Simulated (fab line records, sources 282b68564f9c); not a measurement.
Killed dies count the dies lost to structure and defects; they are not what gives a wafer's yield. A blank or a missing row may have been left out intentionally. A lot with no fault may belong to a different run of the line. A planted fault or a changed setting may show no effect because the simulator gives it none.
One fault seen from 2 desks | flow rit cmos | each desk has only its own numbers; what lay behind them comes last

FOR THE TOOL OWNER'S DESK: pvd sputter-02
The tool's own readings at RIT_M1_SPUTTER_00 (material Al, target thk 400 nm, time 500 s): means of the sampled wafers that have a number, for each lot that ran on this tool. Any lot whose mean is over 4 standard deviations away from the usual mean is out of limits and marked OUT; that distance is given in the brackets.
Columns: A = chamber pressure pa at RIT_M1_SPUTTER_00, usual 0.3999 Pa; B = throttle valve pct at RIT_M1_SPUTTER_00, usual 30.6 %
lot  | first seen here | A                | B
L174 | day 5 13:18     | 0.4002           | 30.3
L177 | day 5 23:20     | 0.3551 (-60) OUT | 31.4
L178 | day 6 05:34     | 0.3544 (-61) OUT | 32.6
This desk finds L177, L178 out of limits, L177 being first, at day 5 23:20 (chamber pressure pa at RIT_M1_SPUTTER_00). In limits: L174.

AT THE METROLOGY DESK
Lot by lot, what the gauges showed, no matter which tool ran the lot: averages of those sampled wafers that carry a number. Any lot whose mean is over 4 standard deviations away from the usual mean is out of limits and marked OUT; that distance is given in the brackets.
Columns: A = cd nm at RIT_CONTACT_CD_MEAS_08, usual 1000.0 nm; B = CONTACT_OVL at RIT_CONTACT_OVL_MEAS_09, usual -1.1 nm; C = cd nm at RIT_CONTACT_CD_MEAS_90, usual 1000.0 nm; D = M1_AL_RS at RIT_M1_RS_MEAS_01, usual 0.0732 ohm/sq; E = M1_AL_THK at RIT_M1_THK_MEAS_02, usual 408 nm; F = cd nm at RIT_M1_CD_MEAS_09, usual 2600.2 nm; G = M1_OVL at RIT_M1_OVL_MEAS_10, usual 0.2 nm
lot  | first seen here | A      | B    | C      | D      | E   | F      | G
L165 | day 3 09:55     | 1002.5 | -0.5 | 1002.0 | 0.0740 | 404 | 2597.3 | 1.2
L174 | day 5 12:05     | 1000.2 | 0.9  | 1000.2 | 0.0739 | 402 | 2602.4 | -0.4
L177 | day 5 22:11     | 997.4  | -1.7 | 997.1  | 0.0710 | 418 | 2598.2 | 0.8
L178 | day 6 04:26     | 994.9  | -0.2 | 994.7  | 0.0711 | 416 | 2599.5 | -0.3
L184 | day 7 07:25     | 1007.2 | -3.6 | 1006.5 | 0.0735 | 407 | 2601.4 | 1.1
L185 | day 7 13:54     | 998.9  | 1.0  | 998.9  | 0.0719 | 417 | 2601.7 | -0.7
This desk found nothing out of limits on any of the 6 lots.

TAKEN TOGETHER
An alarm could have come from the tool owner's desk at day 5 23:20, on L177, L178.
From the metrology desk's view, nothing was out of limits.
The metrology desk has L177, L178 on record, within its limits.
All the named lots went through RIT_M1_SPUTTER_00 on pvd sputter-02.

WHAT THE SIMULATOR PUT IN
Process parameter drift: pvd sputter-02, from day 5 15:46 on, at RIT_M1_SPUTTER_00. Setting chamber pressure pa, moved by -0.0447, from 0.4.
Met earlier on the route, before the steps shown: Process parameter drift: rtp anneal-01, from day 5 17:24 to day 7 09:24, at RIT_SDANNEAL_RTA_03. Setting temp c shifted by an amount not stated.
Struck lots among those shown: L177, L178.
Delay in hours, fault start to first out-of-limits reading, by desk: the tool owner's desk at 8.
